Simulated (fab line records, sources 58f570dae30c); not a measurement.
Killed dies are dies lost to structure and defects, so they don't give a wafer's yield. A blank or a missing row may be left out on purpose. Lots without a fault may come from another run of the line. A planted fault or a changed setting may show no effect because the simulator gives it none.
Split-lot experiment | flow berkeley_cmos170 | 5 lots, 23 wafers read, on a route of 331 steps

THE SPLIT
At UCB170_SPACER_CVD_00 (deposits SiO2 from TEOS/O2, target thk 376 nm, time 47 s), the setting time_s was moved away from the recipe's 47 s on 11 of the 23 wafers read, by -11.4% to +7.9%. The other wafers ran this setting at the recipe's value.

FROM THE SPLIT TO THE READING: what the file shows between them, 1 step
- UCB170_SPACER_THK_MEAS_01

THE READING
oes_product_au, in a.u., at UCB170_SPACER_ETCHBACK_03 (etches SiO2 in CHF3/CF4/Ar, stops on Si, target depth 376 nm, time 100 s). Fault-free wafers of this fab line usually give 0.913 a.u., standard deviation 0.016 a.u..

wafer  | tool, chamber at the split | time_s as run, s | against the recipe | oes_product_au, a.u. | against lot-mates on the recipe
L076.2 | pecvd-03, 0                | 47               | recipe             | 0.904                | -
L076.4 | pecvd-03, 2                | 47               | recipe             | 0.925                | -
L076.6 | pecvd-03, 0                | 47               | recipe             | 0.923                | -
L080.1 | pecvd-03, 2                | 47               | recipe             | 0.891                | -
L080.2 | pecvd-03, 0                | 44.14            | -6.1%              | 0.843                | -0.062
L080.3 | pecvd-03, 1                | 44.14            | -6.1%              | 0.865                | -0.040
L080.4 | pecvd-03, 2                | 47               | recipe             | 0.920                | -
L080.6 | pecvd-03, 1                | 44.14            | -6.1%              | 0.869                | -0.036
L081.1 | pecvd-04, 1                | 43.53            | -7.4%              | 0.872                | -0.029
L081.3 | pecvd-04, 2                | 47               | recipe             | 0.910                | -
L081.4 | pecvd-04, 0                | 47               | recipe             | 0.892                | -
L081.5 | pecvd-04, 2                | 43.53            | -7.4%              | 0.841                | -0.060
L081.6 | pecvd-04, 1                | 47               | recipe             | 0.901                | -
L082.1 | pecvd-03, 2                | 50.7             | +7.9%              | 0.944                | +0.026
L082.2 | pecvd-03, 1                | 50.7             | +7.9%              | 0.932                | +0.014
L082.4 | pecvd-03, 1                | 47               | recipe             | 0.915                | -
L082.5 | pecvd-03, 0                | 50.7             | +7.9%              | 0.968                | +0.050
L082.6 | pecvd-03, 2                | 47               | recipe             | 0.921                | -
L083.1 | pecvd-03, 0                | 41.62            | -11.4%             | 0.825                | -0.087
L083.2 | pecvd-03, 1                | 41.62            | -11.4%             | 0.834                | -0.078
L083.3 | pecvd-03, 2                | 47               | recipe             | 0.907                | -
L083.5 | pecvd-03, 0                | 47               | recipe             | 0.917                | -
L083.6 | pecvd-03, 2                | 41.62            | -11.4%             | 0.860                | -0.052

THE FIT
A straight line over all 23 wafers: oes_product_au changes by +0.0061 a.u. for each +1% of time_s; r = +0.93; the points scatter about the line by 0.015 a.u..
The same after taking each lot's own level away (the mean of its wafers on the recipe; 23 wafers): +0.00562 a.u. for each +1%; r = +0.92; scatter 0.014 a.u..
On that fit, the largest move of time_s shifts the reading by 0.064 a.u..
The lots' own levels span 0.9010 to 0.9180 a.u., that is 1.1 times the standard deviation above.
So the lot-to-lot level changes the slope little: the two slopes agree.
Check: with one of the wafers moved furthest among these (-11.4%) left out of the fit, the line predicts -0.0654 a.u. for it against its lot-mates. It came out at -0.087 a.u. against them.

THE WHOLE CHAIN: every reading that the file lists as answering this split, in the file's order
step                      | what it does                                                             | reading                                                                       | change (the file's fit)                   | r (the file's)
UCB170_SPACER_CVD_00      | deposits SiO2 from TEOS/O2, target thk 376 nm, time 47 s                 | SiO2_of_SPACER_CVD_00.thk_nm (the simulator's own value, which no gauge read) | +3.87 nm for each +1% of the setting      | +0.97
UCB170_SPACER_THK_MEAS_01 |                                                                          | SPACER_TEOS_THK                                                               | +3.87 for each +1% of the setting         | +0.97
UCB170_SPACER_ETCHBACK_03 | etches SiO2 in CHF3/CF4/Ar, stops on Si, target depth 376 nm, time 100 s | oes_product_au                                                                | +0.00591 a.u. for each +1% of the setting | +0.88
UCB170_SPACER_ETCHBACK_03 | etches SiO2 in CHF3/CF4/Ar, stops on Si, target depth 376 nm, time 100 s | etch.depth_nm (the simulator's own value, which no gauge read)                | +4.02 nm for each +1% of the setting      | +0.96

THE FILE'S OWN FIT
oes_product_au changes by +0.00591 a.u. for each +1% of time_s, r = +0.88.
